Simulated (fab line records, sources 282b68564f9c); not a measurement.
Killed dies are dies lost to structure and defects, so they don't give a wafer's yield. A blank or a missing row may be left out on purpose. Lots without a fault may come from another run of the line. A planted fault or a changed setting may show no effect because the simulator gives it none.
One fault seen from 2 desks | flow rit_cmos | each desk has only its own numbers; what lay behind them comes last

THE TOOL OWNER'S DESK: implanter-03
The tool's own readings at RIT_PWELL_IMPLANT_08: means of the sampled wafers that have a number, for each lot that ran on this tool. A lot is out of limits, marked OUT, if its mean lies more than 4 standard deviations from the usual mean; the brackets give that distance.
Columns: A = beam_on_s at RIT_PWELL_IMPLANT_08, usual 10.01 s; B = dose_ions_cm2 at RIT_PWELL_IMPLANT_08, usual 7e+13; C = faraday_current_uA at RIT_PWELL_IMPLANT_08, usual 222; D = tilt_deg at RIT_PWELL_IMPLANT_08, usual 7.001 degrees
lot  | first seen here | A     | B                       | C             | D
L726 | day 2 13:37     | 10.06 | 7e+13                   | 221           | 6.996
L728 | day 2 23:29     | 10.00 | 7e+13                   | 223           | 7.000
L731 | day 3 15:06     | 10.02 | 7e+13                   | 222           | 6.985
L734 | day 4 05:19     | 10.00 | 7e+13                   | 223           | 7.012
L735 | day 4 10:24     | 10.02 | 6e+13 (-99 or more) OUT | 175 (-10) OUT | 6.999
L737 | day 4 22:10     | 10.08 | 6e+13 (-99 or more) OUT | 174 (-11) OUT | 6.996
This desk's finding: out of limits on L735, L737; first on L735, day 4 10:24 (dose_ions_cm2 at RIT_PWELL_IMPLANT_08). In limits: L726, L728, L731, L734.

THE METROLOGY DESK
What the gauges read, lot by lot, whatever tool the lot ran on: means of the sampled wafers that have a number. A lot is out of limits, marked OUT, if its mean lies more than 4 standard deviations from the usual mean; the brackets give that distance.
Columns: A = PWELL_TW at RIT_PWELL_TW_MEAS_10, usual 941; B = PWELL_RS at RIT_WELLDRIVE_RS_MEAS_02, usual 429.9 ohm/sq
lot  | first seen here | A             | B
L723 | day 2 02:52     | 948           | 430.3
L725 | day 2 10:08     | 945           | 431.2
L726 | day 2 13:56     | 946           | 430.2
L728 | day 2 23:47     | 947           | 430.0
L729 | day 3 05:59     | 936           | 430.3
L730 | day 3 09:17     | 932           | 429.7
L731 | day 3 15:26     | 943           | 427.4
L732 | day 3 20:34     | 954           | 427.9
L734 | day 4 05:37     | 940           | 428.9
L735 | day 4 10:43     | 872 (-10) OUT | 498.3 (+57) OUT
L737 | day 4 22:29     | 871 (-10) OUT | 499.6 (+58) OUT
L742 | day 5 22:41     | 940           | 429.8
L744 | day 6 07:29     | 933           | 429.3
L745 | day 6 13:22     | 929           | 429.0
This desk's finding: out of limits on L735, L737; first on L735, day 4 10:43 (PWELL_TW at RIT_PWELL_TW_MEAS_10). In limits: L723, L725, L726, L728, L729, L730, L731, L732, L734, L742, L744, L745.

PUT TOGETHER
The tool owner's desk could have raised an alarm at day 4 10:24, on L735, L737.
The metrology desk could have raised an alarm at day 4 10:43, on L735, L737.
Of the lots named, all ran RIT_PWELL_IMPLANT_08 on implanter-03.

WHAT THE SIMULATOR HAD PUT IN
Process parameter drift: implanter-03, from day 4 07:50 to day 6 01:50, at RIT_PWELL_IMPLANT_08. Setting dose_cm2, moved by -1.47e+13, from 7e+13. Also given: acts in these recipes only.
Lots struck among those shown: L735, L737.
Hours from the fault's start to each desk's first reading out of limits: the tool owner's desk, 3; the metrology desk, 3.
